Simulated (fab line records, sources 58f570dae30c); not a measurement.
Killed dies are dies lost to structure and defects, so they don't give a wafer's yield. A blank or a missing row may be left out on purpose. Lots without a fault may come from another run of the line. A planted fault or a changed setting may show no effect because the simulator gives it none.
Chamber matching | flow berkeley_cmos170 | UCB170_M3_ETCH_17 on rie_diel-04: 4 sister chambers
The step etches BARC in N2/H2. 8 wafers are shown with their chamber, then 9 later ones without.

WAFERS WITH THEIR CHAMBER
wafer  | chamber | throttle_valve_pct (%) | drypump_motor_current_A (A)
L585.1 | 2       | 13.54                  | 5.8
L585.5 | 0       | 13.01                  | 5.3
L588.2 | 3       | 12.91                  | 6.3
L596.1 | 0       | 12.99                  | 5.3
L596.6 | 1       | 13.05                  | 5.9
L595.1 | 1       | 13.05                  | 5.9
L595.3 | 2       | 13.52                  | 5.7
L595.4 | 3       | 12.90                  | 6.3

WAFERS WITHOUT THEIR CHAMBER
wafer  | throttle_valve_pct (%) | drypump_motor_current_A (A)
L597.1 | 12.91                  | 6.3
L597.2 | 13.52                  | 5.8
L597.5 | 12.92                  | 6.3
L598.3 | 13.05                  | 5.9
L598.4 | 12.99                  | 5.4
L598.6 | 13.05                  | 5.9
L600.1 | 12.99                  | 5.3
L600.2 | 12.92                  | 6.3
L600.4 | 13.54                  | 5.8

WHICH CHAMBER EACH WENT THROUGH
wafer  | from the rows above | in truth
L597.1 | 3                   | 3
L597.2 | 2                   | 2
L597.5 | 3                   | 3
L598.3 | 1                   | 1
L598.4 | 0                   | 0
L598.6 | 1                   | 1
L600.1 | 0                   | 0
L600.2 | 3                   | 3
L600.4 | 2                   | 2
Placed correctly: 9 of 9. Can't be placed from these rows: 0. Placed wrongly: 0.
How it was worked out, from the rows above alone: a wafer's distance from a chamber is the root of the sum, over the readings, of the square of ((its reading less the chamber's mean) divided by the reading's scatter). The wafer belongs to the nearest chamber; if the next one is less than 2 further off, it can't be placed. A chamber's mean is the mean of its shown wafers. The scatter: the root of (the sum of the squares of (reading less its chamber's mean) over the shown wafers, divided by (wafers less chambers)).
